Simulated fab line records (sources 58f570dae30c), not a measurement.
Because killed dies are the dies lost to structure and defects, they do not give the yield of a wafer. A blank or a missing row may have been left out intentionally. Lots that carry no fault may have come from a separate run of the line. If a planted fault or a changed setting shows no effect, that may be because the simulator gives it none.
fab line records / flow berkeleyCmos170
record: lots: 14 wafers: 42 lastDay: 12
route steps=331 shown ACTIVE@77 PLDD@152 SPACER@174 M1@238
lots that met no fault: from a run of the same line without faults
startH: start of the lot's first displayed wafer, in hours after the record's first day / waitH: hours elapsed since this lot's preceding step / " identical to the entry in the row above / L1.1+2: several wafers, shown together as one row / - either no value or no given start / * or withheld: withheld / < > ~ a bound
route shown NAME@n: a module of which the file shows steps, and the number in the route of the first / usual: the fault-free wafers' mean and standard deviation / same: alike in all rows / chamber/n: place in a boat / sites: per-site readings / _std_site: standard deviation of those values / _edge_site: mean of outer sites minus mean of inner sites / radiusMm: for every site, how far away it sits from the centre of the wafer / mask NAME#n: copy n / behind: tool/chamber where the wafer was last shaped / hold: why the lot was held/for how many hours/how that ended / device: whichever transistor did not switch (one of n, p or np) / end of line: the same wafers' tests at the end of the route / a step given without rows: its recipe and nothing more / killed: dies that structure and defects cost at the first sort, which is not the same as the wafer's yield / map: a wafer's dies, x killed, . not, _ none there
set.NAME: the run value of the setting; set.NAME@STEP: its run value at that earlier step / model.NAME: the simulator's own value behind a step, which no gauge read
a sample of lots followed through the steps of the route, with each step as a table and each wafer as a row
services: a tool's chamber out of use, with start hour (startH, from the record's first day; less than 0 if before it), hours out, and reason
== steps ==
step: UCB170_ACTIVE_CD_MEAS_90
recipe: targetCdNm: 1200
usual: cdNm: 1200.3/1.4
lot.wafer=L473.1 tool=cdSem-01 chamber=- startH=86.04 waitH=0.1 cdNm=1199.8
lot.wafer=L473.2 tool=cdSem-01 chamber=- startH=86.04 waitH=0.1 cdNm=1200.0
lot.wafer=L473.3 tool=cdSem-01 chamber=- startH=86.04 waitH=0.1 cdNm=1198.7
lot.wafer=L474.1 tool=cdSem-01 chamber=- startH=86.28 waitH=0.1 cdNm=1199.5
lot.wafer=L474.2 tool=cdSem-01 chamber=- startH=86.28 waitH=0.1 cdNm=1199.6
lot.wafer=L474.3 tool=cdSem-01 chamber=- startH=86.28 waitH=0.1 cdNm=1199.1
lot.wafer=L475.2 tool=cdSem-01 chamber=- startH=104.49 waitH=0.1 cdNm=1199.8
lot.wafer=L475.3 tool=cdSem-01 chamber=- startH=104.49 waitH=0.1 cdNm=1200.9
lot.wafer=L475.5 tool=cdSem-01 chamber=- startH=104.49 waitH=0.1 cdNm=1201.0
lot.wafer=L476.3 tool=cdSem-02 chamber=- startH=104.62 waitH=0.1 cdNm=1197.7
lot.wafer=L476.4 tool=cdSem-02 chamber=- startH=104.62 waitH=0.1 cdNm=1198.4
lot.wafer=L476.6 tool=cdSem-02 chamber=- startH=104.62 waitH=0.1 cdNm=1198.6
lot.wafer=L478.1 tool=cdSem-01 chamber=- startH=109.57 waitH=0.1 cdNm=1202.1
lot.wafer=L478.5 tool=cdSem-01 chamber=- startH=109.57 waitH=0.1 cdNm=1201.1
lot.wafer=L478.6 tool=cdSem-01 chamber=- startH=109.57 waitH=0.1 cdNm=1200.2
lot.wafer=L479.1 tool=cdSem-02 chamber=- startH=126.10 waitH=0.1 cdNm=1199.7
lot.wafer=L479.4 tool=cdSem-02 chamber=- startH=126.10 waitH=0.1 cdNm=1198.4
lot.wafer=L479.6 tool=cdSem-02 chamber=- startH=126.10 waitH=0.1 cdNm=1199.3
lot.wafer=L481.4 tool=cdSem-01 chamber=- startH=126.20 waitH=0.1 cdNm=1199.8
lot.wafer=L481.5 tool=cdSem-01 chamber=- startH=126.20 waitH=0.1 cdNm=1201.2
lot.wafer=L481.6 tool=cdSem-01 chamber=- startH=126.20 waitH=0.1 cdNm=1199.4
lot.wafer=L480.1 tool=cdSem-01 chamber=- startH=126.38 waitH=0.1 cdNm=1201.1
lot.wafer=L480.3 tool=cdSem-01 chamber=- startH=126.38 waitH=0.1 cdNm=1201.3
lot.wafer=L480.5 tool=cdSem-01 chamber=- startH=126.38 waitH=0.1 cdNm=1199.8
lot.wafer=L486.2 tool=cdSem-02 chamber=- startH=157.35 waitH=0.1 cdNm=1202.4
lot.wafer=L486.3 tool=cdSem-02 chamber=- startH=157.35 waitH=0.1 cdNm=1201.7
lot.wafer=L486.6 tool=cdSem-02 chamber=- startH=157.35 waitH=0.1 cdNm=1201.7
lot.wafer=L488.1 tool=cdSem-01 chamber=- startH=164.02 waitH=0.1 cdNm=1196.9
lot.wafer=L488.2 tool=cdSem-01 chamber=- startH=164.02 waitH=0.1 cdNm=1195.7
lot.wafer=L488.3 tool=cdSem-01 chamber=- startH=164.02 waitH=0.1 cdNm=1195.8
lot.wafer=L492.2 tool=cdSem-01 chamber=- startH=187.18 waitH=0.1 cdNm=1200.1
lot.wafer=L492.3 tool=cdSem-01 chamber=- startH=187.18 waitH=0.1 cdNm=1200.4
lot.wafer=L492.4 tool=cdSem-01 chamber=- startH=187.18 waitH=0.1 cdNm=1201.0
lot.wafer=L493.1 tool=cdSem-02 chamber=- startH=187.40 waitH=0.1 cdNm=1200.3
lot.wafer=L493.4 tool=cdSem-02 chamber=- startH=187.40 waitH=0.1 cdNm=1200.9
lot.wafer=L493.6 tool=cdSem-02 chamber=- startH=187.40 waitH=0.1 cdNm=1201.2
lot.wafer=L495.1 tool=cdSem-01 chamber=- startH=195.64 waitH=0.1 cdNm=1200.6
lot.wafer=L495.4 tool=cdSem-01 chamber=- startH=195.64 waitH=0.1 cdNm=1200.0
lot.wafer=L495.5 tool=cdSem-01 chamber=- startH=195.64 waitH=0.1 cdNm=1200.2
lot.wafer=L496.4 tool=cdSem-02 chamber=- startH=195.98 waitH=0.1 cdNm=1199.5
lot.wafer=L496.5 tool=cdSem-02 chamber=- startH=195.98 waitH=0.1 cdNm=1200.9
lot.wafer=L496.6 tool=cdSem-02 chamber=- startH=195.98 waitH=0.1 cdNm=1199.9
step: UCB170_PLDD_OVL_MEAS_07
usual: PLDD_OVL: 2/5
lot.wafer=L474.1 tool=overlay-02 chamber=- startH=136.45 waitH=0.1 PLDD_OVL[nm]=7
lot.wafer=L474.2 tool=overlay-02 chamber=- startH=136.45 waitH=0.1 PLDD_OVL[nm]=-1
lot.wafer=L474.3 tool=overlay-02 chamber=- startH=136.45 waitH=0.1 PLDD_OVL[nm]=6
lot.wafer=L473.1 tool=overlay-02 chamber=- startH=136.83 waitH=0.1 PLDD_OVL[nm]=11
lot.wafer=L473.2 tool=overlay-02 chamber=- startH=136.83 waitH=0.1 PLDD_OVL[nm]=10
lot.wafer=L473.3 tool=overlay-02 chamber=- startH=136.83 waitH=0.1 PLDD_OVL[nm]=4
lot.wafer=L476.3 tool=overlay-01 chamber=- startH=160.43 waitH=0.1 PLDD_OVL[nm]=3
lot.wafer=L476.4 tool=overlay-01 chamber=- startH=160.43 waitH=0.1 PLDD_OVL[nm]=10
lot.wafer=L476.6 tool=overlay-01 chamber=- startH=160.43 waitH=0.1 PLDD_OVL[nm]=13
lot.wafer=L475.2 tool=overlay-01 chamber=- startH=160.66 waitH=0.1 PLDD_OVL[nm]=4
lot.wafer=L475.3 tool=overlay-01 chamber=- startH=160.66 waitH=0.1 PLDD_OVL[nm]=3
lot.wafer=L475.5 tool=overlay-01 chamber=- startH=160.66 waitH=0.1 PLDD_OVL[nm]=-2
lot.wafer=L478.1 tool=overlay-01 chamber=- startH=164.99 waitH=0.1 PLDD_OVL[nm]=6
lot.wafer=L478.5 tool=overlay-01 chamber=- startH=164.99 waitH=0.1 PLDD_OVL[nm]=6
lot.wafer=L478.6 tool=overlay-01 chamber=- startH=164.99 waitH=0.1 PLDD_OVL[nm]=1
lot.wafer=L481.4 tool=overlay-01 chamber=- startH=186.50 waitH=0.1 PLDD_OVL[nm]=8
lot.wafer=L481.5 tool=overlay-01 chamber=- startH=186.50 waitH=0.1 PLDD_OVL[nm]=0
lot.wafer=L481.6 tool=overlay-01 chamber=- startH=186.50 waitH=0.1 PLDD_OVL[nm]=-3
lot.wafer=L480.1 tool=overlay-01 chamber=- startH=187.65 waitH=0.1 PLDD_OVL[nm]=6
lot.wafer=L480.3 tool=overlay-01 chamber=- startH=187.65 waitH=0.1 PLDD_OVL[nm]=5
lot.wafer=L480.5 tool=overlay-01 chamber=- startH=187.65 waitH=0.1 PLDD_OVL[nm]=6
lot.wafer=L479.1 tool=overlay-02 chamber=- startH=187.89 waitH=0.1 PLDD_OVL[nm]=5
lot.wafer=L479.4 tool=overlay-02 chamber=- startH=187.89 waitH=0.1 PLDD_OVL[nm]=5
lot.wafer=L479.6 tool=overlay-02 chamber=- startH=187.89 waitH=0.1 PLDD_OVL[nm]=0
lot.wafer=L486.2 tool=overlay-01 chamber=- startH=216.56 waitH=0.1 PLDD_OVL[nm]=5
lot.wafer=L486.3 tool=overlay-01 chamber=- startH=216.56 waitH=0.1 PLDD_OVL[nm]=6
lot.wafer=L486.6 tool=overlay-01 chamber=- startH=216.56 waitH=0.1 PLDD_OVL[nm]=8
lot.wafer=L488.1 tool=overlay-02 chamber=- startH=223.32 waitH=0.1 PLDD_OVL[nm]=-1
lot.wafer=L488.2 tool=overlay-02 chamber=- startH=223.32 waitH=0.1 PLDD_OVL[nm]=5
lot.wafer=L488.3 tool=overlay-02 chamber=- startH=223.32 waitH=0.1 PLDD_OVL[nm]=1
lot.wafer=L493.1 tool=overlay-02 chamber=- startH=243.99 waitH=0.1 PLDD_OVL[nm]=-1
lot.wafer=L493.4 tool=overlay-02 chamber=- startH=243.99 waitH=0.1 PLDD_OVL[nm]=0
lot.wafer=L493.6 tool=overlay-02 chamber=- startH=243.99 waitH=0.1 PLDD_OVL[nm]=-3
lot.wafer=L492.2 tool=overlay-01 chamber=- startH=244.24 waitH=0.1 PLDD_OVL[nm]=8
lot.wafer=L492.3 tool=overlay-01 chamber=- startH=244.24 waitH=0.1 PLDD_OVL[nm]=5
lot.wafer=L492.4 tool=overlay-01 chamber=- startH=244.24 waitH=0.1 PLDD_OVL[nm]=6
lot.wafer=L495.1 tool=overlay-02 chamber=- startH=252.23 waitH=0.1 PLDD_OVL[nm]=-6
lot.wafer=L495.4 tool=overlay-02 chamber=- startH=252.23 waitH=0.1 PLDD_OVL[nm]=-4
lot.wafer=L495.5 tool=overlay-02 chamber=- startH=252.23 waitH=0.1 PLDD_OVL[nm]=-2
lot.wafer=L496.4 tool=overlay-02 chamber=- startH=252.31 waitH=0.1 PLDD_OVL[nm]=-12
lot.wafer=L496.5 tool=overlay-02 chamber=- startH=252.31 waitH=0.1 PLDD_OVL[nm]=-7
lot.wafer=L496.6 tool=overlay-02 chamber=- startH=252.31 waitH=0.1 PLDD_OVL[nm]=-12
step: UCB170_SPACER_ETCHBACK_03
recipe: stopOn: Si target: SiO2 chemistry: CHF3/CF4/Ar CHF3_flow_sccm: 50 cf4FlowSccm: 10 Ar_flow_sccm: 120 pressureMtorr: 200 rfW: 500 targetDepthA: 3760 timeS: 100
usual: drypumpMotorCurrentA: 5.8/0.54 oesProductAu: 0.896/0.013 runLengthS: 128.3/0.55 throttleValvePct: 6.46/0.13
lot.wafer=L473.1 tool=rieDiel-02 chamber=3 startH=145.85 waitH=0.0 drypumpMotorCurrentA=6.3 oesProductAu=0.889 rfHoursCounterH=18 runLengthS=128.1 throttleValvePct=6.37
lot.wafer=L473.2 tool=rieDiel-02 chamber=0 startH=145.85 waitH=0.0 drypumpMotorCurrentA=6.6 oesProductAu=0.890 rfHoursCounterH=12 runLengthS=128.5 throttleValvePct=6.26
lot.wafer=L473.3 tool=rieDiel-02 chamber=1 startH=145.85 waitH=0.0 drypumpMotorCurrentA=5.8 oesProductAu=0.902 rfHoursCounterH=111 runLengthS=127.7 throttleValvePct=6.60
lot.wafer=L474.1 tool=rieDiel-04 chamber=2 startH=145.85 waitH=0.0 drypumpMotorCurrentA=6.0 oesProductAu=0.927 rfHoursCounterH=151 runLengthS=128.3 throttleValvePct=6.60
lot.wafer=L474.2 tool=rieDiel-04 chamber=3 startH=145.85 waitH=0.0 drypumpMotorCurrentA=5.8 oesProductAu=0.881 rfHoursCounterH=57 runLengthS=128.7 throttleValvePct=6.41
lot.wafer=L474.3 tool=rieDiel-04 chamber=1 startH=145.85 waitH=0.0 drypumpMotorCurrentA=4.8 oesProductAu=0.898 rfHoursCounterH=101 runLengthS=129.1 throttleValvePct=6.69
lot.wafer=L475.2 tool=rieDiel-04 chamber=3 startH=168.50 waitH=0.0 drypumpMotorCurrentA=5.8 oesProductAu=0.896 rfHoursCounterH=59 runLengthS=128.4 throttleValvePct=6.41
lot.wafer=L475.3 tool=rieDiel-04 chamber=2 startH=168.50 waitH=0.0 drypumpMotorCurrentA=6.0 oesProductAu=0.932 rfHoursCounterH=152 runLengthS=128.2 throttleValvePct=6.62
lot.wafer=L475.5 tool=rieDiel-04 chamber=0 startH=168.50 waitH=0.0 drypumpMotorCurrentA=5.8 oesProductAu=0.911 rfHoursCounterH=- runLengthS=127.9 throttleValvePct=6.51
lot.wafer=L476.3 tool=rieDiel-02 chamber=0 startH=168.50 waitH=0.0 drypumpMotorCurrentA=6.6 oesProductAu=0.882 rfHoursCounterH=14 runLengthS=128.5 throttleValvePct=6.28
lot.wafer=L476.4 tool=rieDiel-02 chamber=2 startH=168.50 waitH=0.0 drypumpMotorCurrentA=6.2 oesProductAu=0.903 rfHoursCounterH=51 runLengthS=127.8 throttleValvePct=6.38
lot.wafer=L476.6 tool=rieDiel-02 chamber=0 startH=168.50 waitH=0.0 drypumpMotorCurrentA=6.6 oesProductAu=0.891 rfHoursCounterH=- runLengthS=128.2 throttleValvePct=6.28
lot.wafer=L478.1 tool=rieDiel-03 chamber=3 startH=175.40 waitH=0.0 drypumpMotorCurrentA=5.6 oesProductAu=0.911 rfHoursCounterH=136 runLengthS=128.7 throttleValvePct=6.25
lot.wafer=L478.5 tool=rieDiel-03 chamber=1 startH=175.40 waitH=0.0 drypumpMotorCurrentA=5.7 oesProductAu=0.886 rfHoursCounterH=- runLengthS=129.1 throttleValvePct=6.38
lot.wafer=L478.6 tool=rieDiel-03 chamber=3 startH=175.40 waitH=0.0 drypumpMotorCurrentA=5.6 oesProductAu=0.915 rfHoursCounterH=- runLengthS=128.3 throttleValvePct=6.24
lot.wafer=L480.1 tool=rieDiel-02 chamber=3 startH=194.16 waitH=0.0 drypumpMotorCurrentA=6.3 oesProductAu=0.881 rfHoursCounterH=20 runLengthS=128.0 throttleValvePct=6.39
lot.wafer=L480.3 tool=rieDiel-02 chamber=2 startH=194.16 waitH=0.0 drypumpMotorCurrentA=6.2 oesProductAu=0.900 rfHoursCounterH=52 runLengthS=127.6 throttleValvePct=6.38
lot.wafer=L480.5 tool=rieDiel-02 chamber=1 startH=194.16 waitH=0.0 drypumpMotorCurrentA=5.8 oesProductAu=0.903 rfHoursCounterH=- runLengthS=127.3 throttleValvePct=6.60
lot.wafer=L481.4 tool=rieDiel-04 chamber=2 startH=194.16 waitH=0.0 drypumpMotorCurrentA=6.0 oesProductAu=0.987 rfHoursCounterH=0 runLengthS=88.5 throttleValvePct=6.64
lot.wafer=L481.5 tool=rieDiel-04 chamber=0 startH=194.16 waitH=0.0 drypumpMotorCurrentA=5.8 oesProductAu=1.002 rfHoursCounterH=- runLengthS=87.5 throttleValvePct=6.53
lot.wafer=L481.6 tool=rieDiel-04 chamber=3 startH=194.16 waitH=0.0 drypumpMotorCurrentA=5.8 oesProductAu=1.017 rfHoursCounterH=- runLengthS=88.2 throttleValvePct=6.41
lot.wafer=L479.1 tool=rieDiel-04 chamber=3 startH=194.23 waitH=0.1 drypumpMotorCurrentA=5.8 oesProductAu=1.007 rfHoursCounterH=60 runLengthS=88.4 throttleValvePct=6.44
lot.wafer=L479.4 tool=rieDiel-04 chamber=0 startH=194.23 waitH=0.1 drypumpMotorCurrentA=5.8 oesProductAu=1.014 rfHoursCounterH=17 runLengthS=87.9 throttleValvePct=6.56
lot.wafer=L479.6 tool=rieDiel-04 chamber=2 startH=194.23 waitH=0.1 drypumpMotorCurrentA=6.0 oesProductAu=1.001 rfHoursCounterH=- runLengthS=88.6 throttleValvePct=6.62
lot.wafer=L486.2 tool=rieDiel-03 chamber=2 startH=225.03 waitH=0.0 drypumpMotorCurrentA=5.1 oesProductAu=0.888 rfHoursCounterH=1 runLengthS=128.2 throttleValvePct=6.35
lot.wafer=L486.3 tool=rieDiel-03 chamber=1 startH=225.03 waitH=0.0 drypumpMotorCurrentA=5.7 oesProductAu=0.873 rfHoursCounterH=85 runLengthS=129.1 throttleValvePct=6.40
lot.wafer=L486.6 tool=rieDiel-03 chamber=3 startH=225.03 waitH=0.0 drypumpMotorCurrentA=5.6 oesProductAu=0.908 rfHoursCounterH=- runLengthS=128.4 throttleValvePct=6.26
lot.wafer=L488.1 tool=rieDiel-03 chamber=2 startH=231.15 waitH=0.0 drypumpMotorCurrentA=5.1 oesProductAu=0.913 rfHoursCounterH=1 runLengthS=128.1 throttleValvePct=6.35
lot.wafer=L488.2 tool=rieDiel-03 chamber=0 startH=231.15 waitH=0.0 drypumpMotorCurrentA=4.8 oesProductAu=0.888 rfHoursCounterH=85 runLengthS=127.9 throttleValvePct=6.54
lot.wafer=L488.3 tool=rieDiel-03 chamber=1 startH=231.15 waitH=0.0 drypumpMotorCurrentA=5.7 oesProductAu=0.903 rfHoursCounterH=86 runLengthS=129.1 throttleValvePct=6.38
lot.wafer=L493.1 tool=rieDiel-02 chamber=1 startH=251.61 waitH=0.0 drypumpMotorCurrentA=5.8 oesProductAu=0.911 rfHoursCounterH=115 runLengthS=127.4 throttleValvePct=6.57
lot.wafer=L493.4 tool=rieDiel-02 chamber=3 startH=251.61 waitH=0.0 drypumpMotorCurrentA=6.3 oesProductAu=0.894 rfHoursCounterH=23 runLengthS=128.3 throttleValvePct=6.38
lot.wafer=L493.6 tool=rieDiel-02 chamber=2 startH=251.61 waitH=0.0 drypumpMotorCurrentA=6.2 oesProductAu=0.878 rfHoursCounterH=- runLengthS=128.1 throttleValvePct=6.38
lot.wafer=L492.2 tool=rieDiel-02 chamber=1 startH=253.89 waitH=0.0 drypumpMotorCurrentA=5.8 oesProductAu=0.909 rfHoursCounterH=115 runLengthS=127.3 throttleValvePct=6.58
lot.wafer=L492.3 tool=rieDiel-02 chamber=2 startH=253.89 waitH=0.0 drypumpMotorCurrentA=6.2 oesProductAu=0.874 rfHoursCounterH=55 runLengthS=127.9 throttleValvePct=6.37
lot.wafer=L492.4 tool=rieDiel-02 chamber=3 startH=253.89 waitH=0.0 drypumpMotorCurrentA=6.3 oesProductAu=0.876 rfHoursCounterH=23 runLengthS=128.2 throttleValvePct=6.39
lot.wafer=L495.1 tool=rieDiel-02 chamber=0 startH=260.32 waitH=0.0 drypumpMotorCurrentA=6.6 oesProductAu=0.894 rfHoursCounterH=18 runLengthS=128.4 throttleValvePct=6.28
lot.wafer=L495.4 tool=rieDiel-02 chamber=1 startH=260.32 waitH=0.0 drypumpMotorCurrentA=5.8 oesProductAu=0.908 rfHoursCounterH=116 runLengthS=127.7 throttleValvePct=6.58
lot.wafer=L495.5 tool=rieDiel-02 chamber=1 startH=260.32 waitH=0.0 drypumpMotorCurrentA=5.8 oesProductAu=0.920 rfHoursCounterH=- runLengthS=127.2 throttleValvePct=6.59
lot.wafer=L496.4 tool=rieDiel-04 chamber=0 startH=260.32 waitH=0.0 drypumpMotorCurrentA=5.9 oesProductAu=0.878 rfHoursCounterH=21 runLengthS=127.6 throttleValvePct=6.52
lot.wafer=L496.5 tool=rieDiel-04 chamber=1 startH=260.32 waitH=0.0 drypumpMotorCurrentA=4.8 oesProductAu=0.898 rfHoursCounterH=- runLengthS=129.4 throttleValvePct=6.68
lot.wafer=L496.6 tool=rieDiel-04 chamber=0 startH=260.32 waitH=0.0 drypumpMotorCurrentA=5.9 oesProductAu=0.879 rfHoursCounterH=- runLengthS=127.5 throttleValvePct=6.51
step: UCB170_M1_SPUTTER_00
recipe: material: Al targetThkNm: 600 timeS: 80 powerW: 6000 chamberPressurePa: 0.5
usual: throttleValvePct: 30.4/1.1
lot.wafer=L473.1 tool=pvdSputter-01 chamber=- startH=156.47 waitH=0.0 throttleValvePct=29.3
lot.wafer=L473.2 tool=pvdSputter-01 chamber=- startH=156.47 waitH=0.0 throttleValvePct=32.8
lot.wafer=L473.3 tool=pvdSputter-01 chamber=- startH=156.47 waitH=0.0 throttleValvePct=28.8
lot.wafer=L474.1 tool=pvdSputter-01 chamber=- startH=158.44 waitH=0.0 throttleValvePct=32.5
lot.wafer=L474.2 tool=pvdSputter-01 chamber=- startH=158.44 waitH=0.0 throttleValvePct=29.5
lot.wafer=L474.3 tool=pvdSputter-01 chamber=- startH=158.44 waitH=0.0 throttleValvePct=31.6
lot.wafer=L476.3 tool=pvdSputter-01 chamber=- startH=179.21 waitH=0.0 throttleValvePct=33.0
lot.wafer=L476.4 tool=pvdSputter-01 chamber=- startH=179.21 waitH=0.0 throttleValvePct=31.9
lot.wafer=L476.6 tool=pvdSputter-01 chamber=- startH=179.21 waitH=0.0 throttleValvePct=28.9
lot.wafer=L475.2 tool=pvdSputter-04 chamber=- startH=179.45 waitH=0.0 throttleValvePct=30.9
lot.wafer=L475.3 tool=pvdSputter-04 chamber=- startH=179.45 waitH=0.0 throttleValvePct=30.8
lot.wafer=L475.5 tool=pvdSputter-04 chamber=- startH=179.45 waitH=0.0 throttleValvePct=31.0
lot.wafer=L478.1 tool=pvdSputter-02 chamber=- startH=186.96 waitH=0.0 throttleValvePct=31.1
lot.wafer=L478.5 tool=pvdSputter-02 chamber=- startH=186.96 waitH=0.0 throttleValvePct=29.9
lot.wafer=L478.6 tool=pvdSputter-02 chamber=- startH=186.96 waitH=0.0 throttleValvePct=30.4
lot.wafer=L480.1 tool=pvdSputter-01 chamber=- startH=206.38 waitH=0.0 throttleValvePct=28.9
lot.wafer=L480.3 tool=pvdSputter-01 chamber=- startH=206.38 waitH=0.0 throttleValvePct=29.8
lot.wafer=L480.5 tool=pvdSputter-01 chamber=- startH=206.38 waitH=0.0 throttleValvePct=32.9
lot.wafer=L479.1 tool=pvdSputter-01 chamber=- startH=207.86 waitH=0.0 throttleValvePct=32.8
lot.wafer=L486.2 tool=pvdSputter-04 chamber=- startH=238.20 waitH=0.0 throttleValvePct=30.1
lot.wafer=L486.3 tool=pvdSputter-04 chamber=- startH=238.20 waitH=0.0 throttleValvePct=31.0
lot.wafer=L486.6 tool=pvdSputter-04 chamber=- startH=238.20 waitH=0.0 throttleValvePct=30.6
lot.wafer=L488.1 tool=pvdSputter-02 chamber=- startH=245.52 waitH=0.0 throttleValvePct=31.1
lot.wafer=L488.2 tool=pvdSputter-02 chamber=- startH=245.52 waitH=0.0 throttleValvePct=30.2
lot.wafer=L488.3 tool=pvdSputter-02 chamber=- startH=245.52 waitH=0.0 throttleValvePct=30.4
lot.wafer=L493.1 tool=pvdSputter-04 chamber=- startH=263.83 waitH=0.0 throttleValvePct=30.9
lot.wafer=L493.4 tool=pvdSputter-04 chamber=- startH=263.83 waitH=0.0 throttleValvePct=30.0
lot.wafer=L493.6 tool=pvdSputter-04 chamber=- startH=263.83 waitH=0.0 throttleValvePct=30.0
lot.wafer=L492.2 tool=pvdSputter-02 chamber=- startH=264.70 waitH=0.0 throttleValvePct=30.3
lot.wafer=L492.3 tool=pvdSputter-02 chamber=- startH=264.70 waitH=0.0 throttleValvePct=31.0
lot.wafer=L492.4 tool=pvdSputter-02 chamber=- startH=264.70 waitH=0.0 throttleValvePct=29.0
lot.wafer=L495.1 tool=pvdSputter-04 chamber=- startH=270.63 waitH=0.0 throttleValvePct=30.9
lot.wafer=L495.4 tool=pvdSputter-04 chamber=- startH=270.63 waitH=0.0 throttleValvePct=30.5
lot.wafer=L495.5 tool=pvdSputter-04 chamber=- startH=270.63 waitH=0.0 throttleValvePct=31.0
lot.wafer=L496.4 tool=pvdSputter-04 chamber=- startH=274.62 waitH=0.0 throttleValvePct=30.6
lot.wafer=L496.5 tool=pvdSputter-04 chamber=- startH=274.62 waitH=0.0 throttleValvePct=31.0
lot.wafer=L496.6 tool=pvdSputter-04 chamber=- startH=274.62 waitH=0.0 throttleValvePct=30.6
== services ==
tool=pvdSputter-04 chamber=- startH=129.65 hours=1.7 kind=repair
tool=rieDiel-04 chamber=0 startH=137.20 hours=10.8 kind=repair
tool=pvdSputter-04 chamber=- startH=159.37 hours=0.6 kind=repair
tool=rieDiel-04 chamber=- startH=168.62 hours=0.3 kind=repair
tool=rieDiel-03 chamber=2 startH=171.98 hours=- kind=clean
tool=rieDiel-03 chamber=2 startH=171.98 hours=26.5 kind=scheduledDown
tool=rieDiel-03 chamber=2 startH=171.98 hours=26.5 kind=ventCycle
tool=rieDiel-04 chamber=2 startH=173.31 hours=- kind=clean
tool=rieDiel-04 chamber=2 startH=173.31 hours=13.6 kind=scheduledDown
tool=rieDiel-04 chamber=2 startH=173.31 hours=13.6 kind=ventCycle
tool=rieDiel-04 chamber=- startH=188.62 hours=0.2 kind=repair
tool=rieDiel-02 chamber=1 startH=189.40 hours=4.4 kind=repair
tool=rieDiel-03 chamber=3 startH=230.98 hours=- kind=clean
tool=rieDiel-03 chamber=3 startH=230.98 hours=20.0 kind=scheduledDown
tool=rieDiel-03 chamber=3 startH=230.98 hours=20.0 kind=ventCycle
tool=pvdSputter-01 chamber=- startH=241.82 hours=1.3 kind=repair
tool=rieDiel-03 chamber=0 startH=244.19 hours=34.4 kind=repair
tool=rieDiel-03 chamber=- startH=246.21 hours=2.8 kind=pm
tool=rieDiel-04 chamber=- startH=261.44 hours=4.3 kind=pm
tool=pvdSputter-01 chamber=- startH=263.31 hours=2.3 kind=repair
tool=rieDiel-04 chamber=2 startH=266.71 hours=1.5 kind=repair
== key ==
firstSign: step: UCB170_SPACER_ETCHBACK_03 reading: runLengthS direction: down sigmas: 73 usual: * struck: *
effect: step: UCB170_SPACER_ETCHBACK_03 reading: oesProductAu direction: up sigmas: 8.3 usual: 0.896 struck: 1.005
moreKillsBornAt: UCB170_SPACER_ETCHBACK_03@rieDiel-04: 782
metAt UCB170_SPACER_ETCHBACK_03
struckLots L479,L481
laterRowsLeftOut L479.4,L479.6,L481.4,L481.5,L481.6
sortLeftOut L479.1,L479.4,L479.6
testerLeftOut L479,L481
notActingAt UCB170_ACTIVE_CD_MEAS_90,UCB170_PLDD_OVL_MEAS_07,UCB170_M1_SPUTTER_00
onsetBetween 168.50 194.16
fault: kind: processParameterDrift tool: rieDiel-04 chamber: - onsetH: 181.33 steps: UCB170_SPACER_ETCHBACK_03 channel: timeS offset: * shape: step endH: 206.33 actsIn: * stated: *
testerLeftOut: of these lots the tester's yield and bins aren't shown, on N5 and GAA mostly nor the transistor test; their killed dies are dies lost to structure and defects alone, not to doping, threshold or leakage, so they don't give the yield
sortLeftOut: the simulated sort isn't trusted on such a fault, so these wafers' sort isn't shown, and their yield isn't known
laterRowsLeftOut: the simulator's readings of these wafers behind a module that went badly wrong aren't trusted and aren't shown, but for the sort
